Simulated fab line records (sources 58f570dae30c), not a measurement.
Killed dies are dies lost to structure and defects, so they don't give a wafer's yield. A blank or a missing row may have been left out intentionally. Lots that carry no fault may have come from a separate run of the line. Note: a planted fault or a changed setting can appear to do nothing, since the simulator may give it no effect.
Check for tools in common || flow berkeley_cmos170 || 15 lots and 45 wafers in the sample

## THE REASON FOR OPENING IT
Of 15 lots, 3 have the reading NWELL_NITRIDE_THK flagged at UCB170_NWELL_THK_MEAS_05. Wafers without a fault read 224.0 nm, standard deviation 2.6.
Rule: a lot is flagged in two cases, either no wafer of it has a number, or all its wafers with numbers fall more than 4 standard deviations from that mean. The other lots count as sound.

{"lot": "L278", "measured": "day 2 05:25", "on": "film_metro-01", "NWELL_NITRIDE_THK (nm), wafer by wafer": "226.3 226.7 225.8", "flag": ""}
{"lot": "L279", "measured": "day 2 12:51", "on": "film_metro-04", "NWELL_NITRIDE_THK (nm), wafer by wafer": "226.6 229.3 228.8", "flag": ""}
{"lot": "L280", "measured": "day 3 00:21", "on": "film_metro-03", "NWELL_NITRIDE_THK (nm), wafer by wafer": "226.2 224.8 227.4", "flag": ""}
{"lot": "L281", "measured": "day 3 00:22", "on": "film_metro-04", "NWELL_NITRIDE_THK (nm), wafer by wafer": "227.8 228.4 226.3", "flag": ""}
{"lot": "L282", "measured": "day 3 07:34", "on": "film_metro-04", "NWELL_NITRIDE_THK (nm), wafer by wafer": "225.2 223.9 225.0", "flag": ""}
{"lot": "L283", "measured": "day 3 13:11", "on": "film_metro-04", "NWELL_NITRIDE_THK (nm), wafer by wafer": "224.5 226.8 224.7", "flag": ""}
{"lot": "L287", "measured": "day 4 07:04", "on": "film_metro-01", "NWELL_NITRIDE_THK (nm), wafer by wafer": "219.8 220.1 218.5", "flag": ""}
{"lot": "L288", "measured": "day 4 14:49", "on": "film_metro-03", "NWELL_NITRIDE_THK (nm), wafer by wafer": "225.5 224.3 224.1", "flag": ""}
{"lot": "L289", "measured": "day 4 14:53", "on": "film_metro-03", "NWELL_NITRIDE_THK (nm), wafer by wafer": "223.0 222.6 220.3", "flag": ""}
{"lot": "L290", "measured": "day 4 22:43", "on": "film_metro-03", "NWELL_NITRIDE_THK (nm), wafer by wafer": "218.3 220.6 218.4", "flag": ""}
{"lot": "L292", "measured": "day 5 06:22", "on": "film_metro-01", "NWELL_NITRIDE_THK (nm), wafer by wafer": "294.5 295.0 296.8", "flag": "FLAGGED"}
{"lot": "L291", "measured": "day 5 06:23", "on": "film_metro-04", "NWELL_NITRIDE_THK (nm), wafer by wafer": "296.6 295.1 296.7", "flag": "FLAGGED"}
{"lot": "L293", "measured": "day 5 13:23", "on": "film_metro-03", "NWELL_NITRIDE_THK (nm), wafer by wafer": "225.0 223.3 223.3", "flag": ""}
{"lot": "L294", "measured": "day 5 17:52", "on": "film_metro-03", "NWELL_NITRIDE_THK (nm), wafer by wafer": "299.3 296.9 297.1", "flag": "FLAGGED"}
{"lot": "L298", "measured": "day 6 17:20", "on": "film_metro-01", "NWELL_NITRIDE_THK (nm), wafer by wafer": "223.8 222.7 223.6", "flag": ""}
Average over the flagged lots: 296.4 nm; offset from the usual +72.4 nm, equal to +28 standard deviations.

## WHICH TOOL EACH LOT WENT THROUGH
The record holds 1 process step before the reading, out of a route of 331 steps. Every cell lists first the tool, next ch and the chambers used by the sampled wafers, and last the start.
{"lot": "L278", "flag": "", "UCB170_NWELL_CVD_04": "lpcvd-01 ch 0, day 2 03:28"}
{"lot": "L279", "flag": "", "UCB170_NWELL_CVD_04": "lpcvd-01 ch 1, day 2 10:54"}
{"lot": "L280", "flag": "", "UCB170_NWELL_CVD_04": "lpcvd-01 ch 1, day 2 22:25"}
{"lot": "L281", "flag": "", "UCB170_NWELL_CVD_04": "lpcvd-01 ch 0, day 2 22:25"}
{"lot": "L282", "flag": "", "UCB170_NWELL_CVD_04": "lpcvd-01 ch 1, day 3 05:38"}
{"lot": "L283", "flag": "", "UCB170_NWELL_CVD_04": "lpcvd-01 ch 0, day 3 11:15"}
{"lot": "L287", "flag": "", "UCB170_NWELL_CVD_04": "lpcvd-01 ch 0, day 4 05:08"}
{"lot": "L288", "flag": "", "UCB170_NWELL_CVD_04": "lpcvd-01 ch 1, day 4 12:52"}
{"lot": "L289", "flag": "", "UCB170_NWELL_CVD_04": "lpcvd-01 ch 0, day 4 12:52"}
{"lot": "L290", "flag": "", "UCB170_NWELL_CVD_04": "lpcvd-01 ch 0, day 4 20:46"}
{"lot": "L292", "flag": "FLAGGED", "UCB170_NWELL_CVD_04": "lpcvd-01 ch 0, day 5 03:28"}
{"lot": "L291", "flag": "FLAGGED", "UCB170_NWELL_CVD_04": "lpcvd-01 ch 0, day 5 03:28"}
{"lot": "L293", "flag": "", "UCB170_NWELL_CVD_04": "lpcvd-02 ch 0, day 5 10:29"}
{"lot": "L294", "flag": "FLAGGED", "UCB170_NWELL_CVD_04": "lpcvd-01 ch 0, day 5 15:55"}
{"lot": "L298", "flag": "", "UCB170_NWELL_CVD_04": "lpcvd-02 ch 0, day 6 14:26"}
What the steps here do:
- UCB170_NWELL_CVD_04: deposits Si3N4 from SiH2Cl2/NH3, target thk 224 nm, time 3360 s.
- UCB170_NWELL_THK_MEAS_05

## FLAGGED AGAINST TOTAL, ONE TOOL AT A TIME (gauges that did the reading follow at the end)
{"step": "UCB170_NWELL_CVD_04", "tool": "lpcvd-01", "lots run": 13, "flagged": 3, "share of the flagged lots": "all", "sound lots run after its first flagged lot": 0}
{"step": "UCB170_NWELL_CVD_04", "tool": "lpcvd-02", "lots run": 2, "flagged": 0, "share of the flagged lots": "none", "sound lots run after its first flagged lot": "-"}
{"step": "UCB170_NWELL_THK_MEAS_05", "tool": "film_metro-01", "lots run": 4, "flagged": 1, "share of the flagged lots": "some", "sound lots run after its first flagged lot": "1 (L298)"}
{"step": "UCB170_NWELL_THK_MEAS_05", "tool": "film_metro-03", "lots run": 6, "flagged": 1, "share of the flagged lots": "some", "sound lots run after its first flagged lot": 0}
{"step": "UCB170_NWELL_THK_MEAS_05", "tool": "film_metro-04", "lots run": 5, "flagged": 1, "share of the flagged lots": "some", "sound lots run after its first flagged lot": 0}

## WHAT THE TABLE ALLOWS
All flagged lots share 1 row of the table, namely lpcvd-01 at UCB170_NWELL_CVD_04.
- lpcvd-01 at UCB170_NWELL_CVD_04: 3 of its 13 lots flagged. Last sound lot L290 at day 4 20:46, first flagged lot L291 at day 5 03:28; a fault beginning in between fits.
Just one tool remains: lpcvd-01 at UCB170_NWELL_CVD_04.

## WHAT THE SIMULATOR HAD INSERTED
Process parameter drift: lpcvd-01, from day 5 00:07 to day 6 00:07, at UCB170_NWELL_CVD_04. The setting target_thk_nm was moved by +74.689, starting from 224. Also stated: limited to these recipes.
Shown lots that were struck: L292, L291, L294. The rule above found the same.
